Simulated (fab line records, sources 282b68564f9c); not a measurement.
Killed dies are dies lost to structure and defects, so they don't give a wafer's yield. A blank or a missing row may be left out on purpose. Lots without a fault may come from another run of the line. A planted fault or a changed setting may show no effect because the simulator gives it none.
fab line records | flow rit_cmos
record lots=7 wafers=21 last_day=7
route steps=202 shown GATE@96 REOX@98 NLDD@103
lots that met no fault: from a run of the same line without faults
start_h: hours from the record's first day to the start of the lot's first wafer shown | wait_h: hours since the lot's step before | " the same as in the row above | L1.1+2: a row that stands for several wafers | - no value, or no start given | * or withheld: withheld | < > ~ a bound
route shown NAME@n: a module of which the file shows steps, and the number in the route of the first | usual: mean/standard deviation of fault-free wafers | same: alike in all rows | chamber/n: place in a boat | sites: the reading at each site | _std_site: their standard deviation | _edge_site: outer sites' mean less inner sites' | radius_mm: how far each site lies from the wafer's centre | mask NAME#n: copy n | behind: the tool/chamber that last shaped the wafer | hold: why the lot was held/for how many hours/how that ended | device: the transistor (n, p or np) that didn't switch | end of line: the same wafers' tests at the end of the route | a step without rows: its recipe alone | killed: dies lost to structure and defects at the first sort, not the wafer's yield | map: a wafer's dies, x killed, . not, _ none there
set.NAME: the setting as run; set.NAME@STEP: as run at that earlier step | model.NAME: the simulator's own value behind a step, which no gauge read
lots at some steps of the route; a table a step, a row a wafer
services: from which hour (start_h, from the record's first day; less than 0 if before it) a tool's chamber was out of use, for how many hours, and why
## steps
# step RIT_GATE_STRIP_20
# recipe chemistry=O2 time_s=180 resist=NOVOLAK platen_temp_c=withheld power_w=500 pressure_mtorr=4000 o2_flow_sccm=4000
# usual drypump_motor_current_A=5.5/0.37
# columns lot.wafer tool chamber start_h wait_h drypump_motor_current_A rf_hours_counter_h
L540.4 plasma_asher-04 1 68.55 0.1 5.6 -
L540.5 " 0 " " 5.2 -
L540.6 " 1 " " 5.6 -
L542.3 plasma_asher-01 0 79.47 0.1 5.6 -
L542.4 " 1 " " 5.6 -
L542.5 " 1 " " 5.6 -
L552.2 plasma_asher-04 0 126.96 0.1 5.2 38
L552.5 " 0 " " 5.2 -
L552.6 " 1 " " 5.6 -
L553.3 plasma_asher-01 1 132.70 0.1 5.6 -
L553.5 " 0 " " 5.6 -
L553.6 " 1 " " 5.6 -
L554.1 plasma_asher-01 1 137.86 0.1 5.6 50
L554.3 " 0 " " 5.6 -
L554.4 " 1 " " 5.6 -
L556.2 plasma_asher-02 0 149.33 0.1 6.3 3
L556.3 " 1 " " 4.9 -
L556.4 " 0 " " 6.3 -
L557.1 plasma_asher-04 0 153.61 0.1 5.2 41
L557.5 " 0 " " 5.2 -
L557.6 " 1 " " 5.6 -
# step RIT_GATE_CD_MEAS_90
# recipe target_cd_nm=150
# usual cd_nm=149.5/2.4
# columns lot.wafer tool chamber start_h wait_h cd_nm
L540.4 cd_sem-02 - 68.73 0.1 146.9
L540.5 " - " " 146.3
L540.6 " - " " 147.1
L542.3 cd_sem-02 - 79.62 0.1 149.4
L542.4 " - " " 147.5
L542.5 " - " " 148.6
L552.2 cd_sem-01 - 127.23 0.2 148.5
L552.5 " - " " 149.9
L552.6 " - " " 148.7
L553.3 cd_sem-01 - 132.85 0.1 151.7
L553.5 " - " " 150.3
L553.6 " - " " 151.7
L554.1 cd_sem-01 - 138.03 0.1 150.4
L554.3 " - " " 149.4
L554.4 " - " " 148.6
L556.2 cd_sem-01 - 149.52 0.1 146.7
L556.3 " - " " 151.4
L556.4 " - " " 150.1
L557.1 cd_sem-01 - 153.79 0.1 151.8
L557.5 " - " " 150.9
L557.6 " - " " 152.4
# step RIT_REOX_CLEAN_00
# recipe chemistry=SC1 mix=3:3:50 time_s=600 temp_c=75
# step RIT_REOX_CLEAN_01
# recipe chemistry=dHF dilution=50:1 time_s=30
# step RIT_REOX_CLEAN_02
# recipe chemistry=SC2 mix=3:3:50 time_s=600 temp_c=75 dry=n2_spin
# step RIT_REOX_OXIDATION_03
# recipe temp_c=900 ambient=O2 target_thk_a=252 ox_time_s=5580
# step RIT_REOX_THK_MEAS_04
# recipe reads=SiO2_of_REOX_OXIDATION_03
# usual REOX_OXIDE_THK=25.3/0.52
# columns lot.wafer tool chamber start_h wait_h REOX_OXIDE_THK[nm]
L540.4 film_metro-03 - 71.74 0.0 25.8
L540.5 " - " " 25.0
L540.6 " - " " 25.1
L542.3 film_metro-01 - 82.64 0.0 25.2
L542.4 " - " " 25.9
L542.5 " - " " 25.1
L552.2 film_metro-01 - 130.58 0.0 24.6
L552.5 " - " " 24.5
L552.6 " - " " 24.4
L553.3 film_metro-04 - 135.95 0.0 24.2
L553.5 " - " " 24.3
L553.6 " - " " 24.5
L554.1 film_metro-01 - 141.07 0.0 24.9
L554.3 " - " " 24.9
L554.4 " - " " 24.8
L556.2 film_metro-01 - 152.56 0.0 25.0
L556.3 " - " " 24.7
L556.4 " - " " 25.0
L557.1 film_metro-04 - 156.86 0.0 24.7
L557.5 " - " " 24.1
L557.6 " - " " 24.7
# step RIT_NLDD_HMDS_00
# recipe prime_time_s=60 prime_temp_c=140
# step RIT_NLDD_COAT_01
# recipe resist=NOVOLAK spin_rpm=3250 resist_thk_nm=1000
# step RIT_NLDD_SOFTBAKE_02
# recipe resist=NOVOLAK temp_c=90.54 time_s=60
# step RIT_NLDD_EXPOSE_03
# recipe mask_id=M7 na=0.57 target_cd_nm=40700 dose_mj=250
# step RIT_NLDD_PEB_04
# recipe resist=NOVOLAK temp_c=withheld time_s=withheld
# step RIT_NLDD_DEVELOP_05
# recipe resist=NOVOLAK develop_time_s=50 dev_temp_c=23
# usual chill_plate_temp_C=23.01/0.11 develop_time_s=50/0
# columns lot.wafer tool chamber start_h wait_h chill_plate_temp_C develop_time_s
L540.4 litho_track-03 0 72 - 23.02 50
L540.5 " 0 " " 23.10 50
L540.6 " 0 " " 23.19 50
L542.3 litho_track-03 0 83 - 22.90 50
L542.4 " 0 " " 22.86 50
L542.5 " 0 " " 22.92 50
L552.2 litho_track-01 - 131 - - -
L552.5 " - " " - -
L552.6 " - " " - -
L553.3 litho_track-02 - 136 - - -
L553.5 " - " " - -
L553.6 " - " " - -
L554.1 litho_track-02 - 141 - - -
L554.3 " - " " - -
L554.4 " - " " - -
L556.2 litho_track-03 0 153 - 23.09 50
L556.3 " 0 " " 22.88 50
L556.4 " 0 " " 23.06 50
L557.1 litho_track-02 0 157 - 22.81 50
L557.5 " 0 " " 22.75 50
L557.6 " 0 " " 22.91 50
# step RIT_NLDD_OVL_MEAS_06
# usual NLDD_OVL=-0.3/1.6
# columns lot.wafer tool chamber start_h wait_h NLDD_OVL[nm]
L540.4 overlay-02 - 72.76 - 1.4
L540.5 " - " " -0.4
L540.6 " - " " 1.4
L542.3 overlay-01 - 83.54 - 0.6
L542.4 " - " " -0.1
L542.5 " - " " 0.5
L552.2 overlay-01 - 131.61 - -
L552.5 " - " " -
L552.6 " - " " -
L553.3 overlay-01 - 136.97 - -
L553.5 " - " " -
L553.6 " - " " -
L554.1 overlay-01 - 141.98 - -
L554.3 " - " " -
L554.4 " - " " -
L556.2 overlay-02 - 153.47 - -1.3
L556.3 " - " " -1.1
L556.4 " - " " -1.7
L557.1 overlay-02 - 157.89 - -1.9
L557.5 " - " " -1.6
L557.6 " - " " -2.6
## services
# columns tool chamber start_h hours kind
plasma_asher-01 - 83.32 14.6 pm
plasma_asher-02 - 108.75 9.0 pm
plasma_asher-02 0 108.75 9.0 vent_cycle
plasma_asher-02 1 108.75 9.0 vent_cycle
plasma_asher-02 - 117.75 2.8 pm
plasma_asher-02 0 117.75 - clean
plasma_asher-02 1 117.75 - clean
## key
first_sign step=RIT_NLDD_DEVELOP_05 reading=tool_record direction=missing
effect none on later readings
met_at RIT_NLDD_DEVELOP_05
struck_wafers L552.2,L552.5,L552.6,L553.3,L553.5,L553.6,L554.1,L554.3,L554.4
sort_left_out L552.2,L552.5,L552.6,L553.3,L553.5,L553.6,L554.1,L554.3,L554.4
tester_left_out L552,L553,L554
fault kind=skipped_step_whole tool=litho_track-01,litho_track-02 chamber=- onset_h=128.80 steps=RIT_NLDD_DEVELOP_05 scope=struck_lots_only
# tester_left_out: of these lots the tester's yield and bins aren't shown, on N5 and GAA mostly nor the transistor test; their killed dies are dies lost to structure and defects alone, not to doping, threshold or leakage, so they don't give the yield
# sort_left_out: the simulated sort isn't trusted on such a fault, so these wafers' sort isn't shown, and their yield isn't known
